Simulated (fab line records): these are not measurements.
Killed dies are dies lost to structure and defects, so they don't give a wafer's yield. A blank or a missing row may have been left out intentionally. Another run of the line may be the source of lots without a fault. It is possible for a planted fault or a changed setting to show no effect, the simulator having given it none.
A lot that was struck, set against a sound lot / flow rit_cmos / 17 steps out of a route of 202
Sound: these wafers, L752.2, L752.5, L752.6. Wafers L758.1, L758.3, L758.5 were the ones struck. The cause comes at the end.
At each step with rows: each side's tool, then ch and its chambers, then its first start. Under that, the readings that differ: sound wafers / struck wafers / difference of the means / sigmas: that difference in standard deviations of wafers without a fault.
alike: readings with means less than 2 such deviations apart, plus words and numbers identical on both sides. not compared: withheld readings, readings lacking a value on some wafer, bounds such as >300 that could conceal the same value, and numbers that have no deviation in the record and whose values overlap.
The two part at a step that has a row with sigmas, a row that says differs or no value, or rows on one side only. Numbers that have no deviation but don't overlap get no sigmas and don't part them. A reading missing from all wafers of one side parts the sides only when that side holds two or more wafers.

first, 1 step without rows for these wafers: RIT_PRETRO_DEVELOP_05 (develop time 68 s).
RIT_PRETRO_OVL_MEAS_06:
  sound on overlay-01, day 2 13:58; struck on overlay-02, day 4 00:37
  alike: PRETRO_OVL
then, 2 steps without rows for these wafers: RIT_PRETRO_HARDBAKE_07 (time 120 s); RIT_PRETRO_IMPLANT_08.
RIT_PRETRO_STRIP_09: strips in O2, time 180 s.
  sound on plasma_asher-04 ch 0,1, day 2 14:24; struck on plasma_asher-02 ch 0,1, day 4 01:03
  alike: drypump_motor_current_A
  not compared: rf_hours_counter_h
RIT_PRETRO_TW_MEAS_10:
  sound on film_metro-01, day 2 14:35; struck on film_metro-01, day 4 01:14
  alike: PRETRO_TW
then, 5 steps without rows for these wafers: RIT_GATE_WET_ETCH_00 (etches SiO2 in BOE, target depth 56 nm, time 60 s); RIT_GATE_CLEAN_01 (cleans in SC1, time 600 s); RIT_GATE_CLEAN_02 (cleans in dHF, time 30 s); RIT_GATE_CLEAN_03 (cleans in SC2, time 600 s); RIT_GATE_CLEAN_04 (cleans in dHF, time 60 s).
RIT_FOX2_THK_MEAS_91:
  sound on film_metro-03, day 2 15:04; struck on film_metro-02, day 4 01:42
  alike: FIELD_OXIDE_LEFT_2_THK
RIT_GATE_OXIDATION_05: target thk 3 nm, ox time 270 s.
  sound on furnace-04 ch 0, day 2 18:40; struck on furnace-01 ch 0, day 4 03:03
reading=spike_tc_source_C (C); sound=920.7 921.4 921.2; struck=926.3 926.3 928.5; difference=+5.9; sigmas=+2
reading=model.SiO2_of_GATE_OXIDATION_05.thk_nm (nm); sound=3.019 3.002 3.006; struck=3.544 3.601 3.649; difference=+0.589; sigmas=
  alike: spike_tc_centre_C
then, 1 step without rows for these wafers: RIT_GATE_ANNEAL_06 (time 600 s).
RIT_GATE_THK_MEAS_07:
  sound on film_metro-04, day 3 00:34; struck on film_metro-03, day 4 06:19
reading=GATE_OXIDE_THK (nm); sound=3.02 3.05 3.02; struck=3.53 3.64 3.66; difference=+0.58; sigmas=+9
then, 1 step without rows for these wafers: RIT_GATE_CVD_08 (deposits poly-Si from SiH4, target thk 250 nm, time 2220 s).
RIT_M1_PROBE_99:
  sound on prober-01, day 3 23:59; struck on prober-02, day 5 10:35
reading=model.etest.pmos_0p3.r_on_ohm_um; sound=6208 6183 6240; struck=7309 7456 7607; difference=+1247; sigmas=
reading=model.etest.pmos_turned.r_on_ohm_um; sound=3361 3324 3358; struck=3833 3898 3938; difference=+542; sigmas=
reading=model.etest.pmos_0p15.r_on_ohm_um; sound=2710 2637 2687; struck=3132 3135 3218; difference=+484; sigmas=
reading=model.etest.nmos_0p3.r_on_ohm_um; sound=2140 2149 2137; struck=2444 2454 2501; difference=+324; sigmas=
reading=model.etest.nmos_0p15.r_on_ohm_um; sound=1122 1090 1122; struck=1215 1224 1231; difference=+112; sigmas=
reading=model.etest.nmos_0p15.drive_ua_um; sound=474.5 496.3 485.9; struck=389.4 392.1 385.4; difference=-96.6; sigmas=
reading=model.etest.nmos_narrow.drive_ua_um; sound=233.6 240.1 235.5; struck=175.5 173.1 169.6; difference=-63.7; sigmas=
reading=model.etest.nmos_0p3.drive_ua_um; sound=225.7 229.7 227.7; struck=179 176.7 170.7; difference=-52; sigmas=
  alike: killed_at_front_end, killed_dies, killed_open, killed_short

WHERE THEY PART
First at RIT_GATE_OXIDATION_05; last, within this record, at RIT_GATE_THK_MEAS_07. Later steps at which nothing parts them and some readings are alike: RIT_M1_PROBE_99.

WHY: the cause the simulator had injected
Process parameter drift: furnace-01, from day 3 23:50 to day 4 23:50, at RIT_GATE_OXIDATION_05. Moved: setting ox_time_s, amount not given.
